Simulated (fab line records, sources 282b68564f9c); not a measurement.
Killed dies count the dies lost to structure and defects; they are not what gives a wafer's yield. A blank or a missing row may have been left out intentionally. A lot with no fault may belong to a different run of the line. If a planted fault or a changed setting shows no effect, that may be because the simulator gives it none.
Struck lot and sound lot, side by side	flow rit-cmos	15 out of 202 route steps
Sound: the wafers L964.2, L964.5, L964.6. Wafers struck: L971.1, L971.2, L971.5. The cause is given at the end.
Each step with rows lists, per side, the tool, then ch with its chambers, then its first start. Under that, the readings that differ: sound wafers	struck wafers	difference of the means	sigmas: that difference in standard deviations of wafers without a fault.
alike: same words and numbers on both sides, and readings whose means sit less than 2 such deviations apart. not compared: any withheld reading, any reading some wafer has no value for, any bound like >300 that may hide the same value, and any number with overlapping values for which the record gives no deviation.
Wherever a step has rows on one side only, a row that says differs or no value, or a row with sigmas, the two part there. Non-overlapping numbers with no deviation appear without sigmas and do not part them. Lack of a reading on every wafer of one side parts them only where that side has two or more wafers.

RIT_PSD_TW_MEAS_10:
  sound on film-metro-04, day 3 13:57; struck on film-metro-01, day 4 18:46
reading	sound	struck	difference	sigmas
PSD_TW	3378 3381 3369	3441 3425 3437	+58	+2
then, 3 steps without rows for these wafers: RIT_SDANNEAL_CLEAN_00 (cleans in SC1, time 600 s); RIT_SDANNEAL_CLEAN_01 (cleans in dHF, time 30 s); RIT_SDANNEAL_CLEAN_02 (cleans in SC2, time 600 s).
RIT_SDANNEAL_RTA_03: time 5 s.
  sound on rtp-anneal-01 ch 0, day 3 14:22; struck on rtp-anneal-02 ch 0, day 4 19:13
  alike: ramp-down-c-per-s, wafer_temp_C_max
RIT_SDANNEAL_RS_MEAS_04: a four-point-probe measurement.
  sound on film-metro-03, day 3 14:26; struck on film-metro-04, day 4 19:16
  alike: PSD_RS
RIT_SDANNEAL_RS_MEAS_05: a four-point-probe measurement.
  sound on film-metro-03, day 3 14:34; struck on film-metro-04, day 4 19:23
  alike: NSD_RS
RIT_SDANNEAL_RS_MEAS_06: a four-point-probe measurement.
  sound on film-metro-03, day 3 14:41; struck on film-metro-04, day 4 19:31
  alike: PLDD_RS
RIT_SDANNEAL_RS_MEAS_07: a four-point-probe measurement.
  sound on film-metro-03, day 3 14:48; struck on film-metro-04, day 4 19:38
  alike: NLDD_RS
then, 1 step without rows for these wafers: RIT_SILICIDE_WET_ETCH_00 (etches SiO2 in BOE, target depth 14 nm, time 15 s).
RIT_SILICIDE_SPUTTER_01: material Ti, target thk 30 nm, time 240 s.
  sound on pvd-sputter-02, day 3 14:55; struck on pvd-sputter-04, day 4 19:46
reading	sound	struck	difference	sigmas
throttle-valve-pct (%)	30.9 30.2 31.4	28.1 29.2 29.2	-2.0	-2
RIT_SILICIDE_RS_MEAS_02: a four-point-probe measurement.
  sound on film-metro-02, day 3 15:05; struck on film-metro-02, day 4 19:55
  alike: SILICIDE_TI_RS
RIT_SILICIDE_THK_MEAS_03: measures by xrf.
  sound on film-metro-02, day 3 15:11; struck on film-metro-02, day 4 20:02
reading	sound	struck	difference	sigmas
SILICIDE_TI_THK (nm)	30.7 30.5 30.5	31.4 31.7 31.5	+1.0	+3
RIT_SILICIDE_RTA_04: time 10 s, ramp up 5 s, ramp down 5 s.
  sound on rtp-anneal-02 ch 0, day 3 15:16; struck on rtp-anneal-01 ch 0, day 4 20:05
  alike: wafer_temp_C_max
RIT_M1_PROBE_99:
  sound on prober-02, day 3 22:13; struck on prober-01, day 5 02:40
  alike: killed-at-front-end, killed-dies, killed-on-rim, killed-open, killed-short

## WHERE THEY PART
Last at RIT_SILICIDE_THK_MEAS_03 as far as this record goes, first at RIT_PSD_TW_MEAS_10. Later steps at which nothing parts them and some readings are alike: RIT_SILICIDE_RTA_04, RIT_M1_PROBE_99.

WHY: what had been put in by the simulator
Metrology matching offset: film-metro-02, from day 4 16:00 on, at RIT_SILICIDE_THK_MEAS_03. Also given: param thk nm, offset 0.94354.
